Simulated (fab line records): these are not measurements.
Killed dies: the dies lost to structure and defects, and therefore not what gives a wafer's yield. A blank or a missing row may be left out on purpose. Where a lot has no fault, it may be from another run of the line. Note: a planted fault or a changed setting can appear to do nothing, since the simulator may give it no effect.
Lot-split experiment :: flow berkeleyCmos170 :: 23 wafers read across 5 lots, on a route 331 steps long

THE SPLIT
At UCB170_NVT_COAT_01 (resist thk 900 nm), the setting spinRpm was moved away from the recipe's 1500 rpm on 9 of the 23 wafers read, by +4.7% to +7.4%. For the rest of the wafers, this setting stayed at what the recipe calls for.

The split's own step is where the reading is taken.

THE READING
KrF_of_NVT_COAT_01.thkNm (the simulator's own value, which no gauge read), in nm, at UCB170_NVT_COAT_01 (resist thk 900 nm). The file gives no usual value for it. Here, 14 wafers ran the recipe; their average is 900.8 nm with a standard deviation of 3.6 nm.

wafer: L076.1
tool, chamber at the split: lithoTrack-03, 0
spinRpm as run, rpm: 1589
against the recipe: +5.9%
KrF_of_NVT_COAT_01.thkNm, nm: 874.9
against lot-mates on the recipe: -23.4

wafer: L076.2
tool, chamber at the split: lithoTrack-03, 0
spinRpm as run, rpm: 1500
against the recipe: recipe
KrF_of_NVT_COAT_01.thkNm, nm: 898.6
against lot-mates on the recipe: -

wafer: L076.3
tool, chamber at the split: lithoTrack-03, 0
spinRpm as run, rpm: 1589
against the recipe: +5.9%
KrF_of_NVT_COAT_01.thkNm, nm: 873.3
against lot-mates on the recipe: -25.0

wafer: L076.4
tool, chamber at the split: lithoTrack-03, 0
spinRpm as run, rpm: 1500
against the recipe: recipe
KrF_of_NVT_COAT_01.thkNm, nm: 898
against lot-mates on the recipe: -

wafer: L076.6
tool, chamber at the split: lithoTrack-03, 0
spinRpm as run, rpm: 1589
against the recipe: +5.9%
KrF_of_NVT_COAT_01.thkNm, nm: 875
against lot-mates on the recipe: -23.3

wafer: L074.1
tool, chamber at the split: lithoTrack-02, 0
spinRpm as run, rpm: 1500
against the recipe: recipe
KrF_of_NVT_COAT_01.thkNm, nm: 896.6
against lot-mates on the recipe: -

wafer: L074.5
tool, chamber at the split: lithoTrack-02, 0
spinRpm as run, rpm: 1500
against the recipe: recipe
KrF_of_NVT_COAT_01.thkNm, nm: 897.5
against lot-mates on the recipe: -

wafer: L074.6
tool, chamber at the split: lithoTrack-02, 0
spinRpm as run, rpm: 1500
against the recipe: recipe
KrF_of_NVT_COAT_01.thkNm, nm: 896.4
against lot-mates on the recipe: -

wafer: L077.2
tool, chamber at the split: lithoTrack-03, 0
spinRpm as run, rpm: 1611
against the recipe: +7.4%
KrF_of_NVT_COAT_01.thkNm, nm: 870.6
against lot-mates on the recipe: -31.2

wafer: L077.3
tool, chamber at the split: lithoTrack-03, 0
spinRpm as run, rpm: 1500
against the recipe: recipe
KrF_of_NVT_COAT_01.thkNm, nm: 903.5
against lot-mates on the recipe: -

wafer: L077.4
tool, chamber at the split: lithoTrack-03, 0
spinRpm as run, rpm: 1611
against the recipe: +7.4%
KrF_of_NVT_COAT_01.thkNm, nm: 872.1
against lot-mates on the recipe: -29.7

wafer: L077.5
tool, chamber at the split: lithoTrack-03, 0
spinRpm as run, rpm: 1500
against the recipe: recipe
KrF_of_NVT_COAT_01.thkNm, nm: 900.1
against lot-mates on the recipe: -

wafer: L077.6
tool, chamber at the split: lithoTrack-03, 0
spinRpm as run, rpm: 1611
against the recipe: +7.4%
KrF_of_NVT_COAT_01.thkNm, nm: 870.1
against lot-mates on the recipe: -31.7

wafer: L084.1
tool, chamber at the split: lithoTrack-02, 0
spinRpm as run, rpm: 1500
against the recipe: recipe
KrF_of_NVT_COAT_01.thkNm, nm: 904.7
against lot-mates on the recipe: -

wafer: L084.3
tool, chamber at the split: lithoTrack-02, 0
spinRpm as run, rpm: 1500
against the recipe: recipe
KrF_of_NVT_COAT_01.thkNm, nm: 904.8
against lot-mates on the recipe: -

wafer: L084.4
tool, chamber at the split: lithoTrack-02, 0
spinRpm as run, rpm: 1500
against the recipe: recipe
KrF_of_NVT_COAT_01.thkNm, nm: 905.5
against lot-mates on the recipe: -

wafer: L084.5
tool, chamber at the split: lithoTrack-02, 0
spinRpm as run, rpm: 1500
against the recipe: recipe
KrF_of_NVT_COAT_01.thkNm, nm: 904.4
against lot-mates on the recipe: -

wafer: L084.6
tool, chamber at the split: lithoTrack-02, 0
spinRpm as run, rpm: 1500
against the recipe: recipe
KrF_of_NVT_COAT_01.thkNm, nm: 905.4
against lot-mates on the recipe: -

wafer: L081.1
tool, chamber at the split: lithoTrack-01, 0
spinRpm as run, rpm: 1500
against the recipe: recipe
KrF_of_NVT_COAT_01.thkNm, nm: 898.8
against lot-mates on the recipe: -

wafer: L081.2
tool, chamber at the split: lithoTrack-01, 0
spinRpm as run, rpm: 1570
against the recipe: +4.7%
KrF_of_NVT_COAT_01.thkNm, nm: 876.4
against lot-mates on the recipe: -21.2

wafer: L081.3
tool, chamber at the split: lithoTrack-01, 0
spinRpm as run, rpm: 1500
against the recipe: recipe
KrF_of_NVT_COAT_01.thkNm, nm: 896.4
against lot-mates on the recipe: -

wafer: L081.5
tool, chamber at the split: lithoTrack-01, 0
spinRpm as run, rpm: 1570
against the recipe: +4.7%
KrF_of_NVT_COAT_01.thkNm, nm: 878.1
against lot-mates on the recipe: -19.5

wafer: L081.6
tool, chamber at the split: lithoTrack-01, 0
spinRpm as run, rpm: 1570
against the recipe: +4.7%
KrF_of_NVT_COAT_01.thkNm, nm: 875.3
against lot-mates on the recipe: -22.3

FIT RESULTS
A straight line over all 23 wafers: KrF_of_NVT_COAT_01.thkNm changes by -4.34 nm for each +1% of spinRpm; r = -0.97; the points scatter about the line by 3.4 nm.
The same after taking each lot's own level away (the mean of its wafers on the recipe; 23 wafers): -4.18 nm for each +1%; r = -1.00; scatter 1.1 nm.
Per that fit: largest spinRpm move, reading shift of 31 nm.
From 896.83 to 904.96 nm: that is the span of the lots' own levels, equal to 2.3 times the standard deviation above.
The two slopes are in agreement: the lot-to-lot level therefore moves the slope only a little.
Check: with one of the wafers moved furthest among these (+7.4%) left out of the fit, the line predicts -31 nm for it against its lot-mates. Against them it came out at -31.2 nm.

THE OTHER SPLITS THESE WAFERS WENT THROUGH
These wafers also went through other splits before the reading. Each is held against what the fit with the lots' levels taken away leaves over:
other split on the same wafers: UCB170_ZERO_STRIP_07 o2FlowSccm
wafers away from the commonest value: 8
r with KrF_of_NVT_COAT_01.thkNm (lot level and that fit taken away): -0.01

other split on the same wafers: UCB170_NWELL_PEB_10 pebTempC
wafers away from the commonest value: 9
r with KrF_of_NVT_COAT_01.thkNm (lot level and that fit taken away): -0.14

other split on the same wafers: UCB170_NWELL_IMPLANT_14 energyKev
wafers away from the commonest value: 4
r with KrF_of_NVT_COAT_01.thkNm (lot level and that fit taken away): +0.01

other split on the same wafers: UCB170_WELLDRIVE_OXIDATION_01 tempC
wafers away from the commonest value: 18
r with KrF_of_NVT_COAT_01.thkNm (lot level and that fit taken away): +0.33

other split on the same wafers: UCB170_ACTIVE_OXIDATION_02 tempC
wafers away from the commonest value: 15
r with KrF_of_NVT_COAT_01.thkNm (lot level and that fit taken away): -0.38

other split on the same wafers: UCB170_ACTIVE_COAT_08 spinRpm
wafers away from the commonest value: 8
r with KrF_of_NVT_COAT_01.thkNm (lot level and that fit taken away): +0.19

other split on the same wafers: UCB170_PFIELD_COAT_01 spinRpm
wafers away from the commonest value: 8
r with KrF_of_NVT_COAT_01.thkNm (lot level and that fit taken away): -0.52

THE WHOLE CHAIN: every reading that the file lists as answering this split, in the file's order
step: UCB170_NVT_COAT_01
what it does: resist thk 900 nm
reading: KrF_of_NVT_COAT_01.thkNm (the simulator's own value, which no gauge read)
change (the file's fit): -4.19 nm for each +1% of the setting
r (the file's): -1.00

step: UCB170_NVT_STRIP_08
what it does: strips in O2
reading: stripTimeToEndpointS
change (the file's fit): withheld for each +1% of the setting
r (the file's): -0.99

FILE'S OWN FIT
KrF_of_NVT_COAT_01.thkNm changes by -4.19 nm for each +1% of spinRpm, r = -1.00.
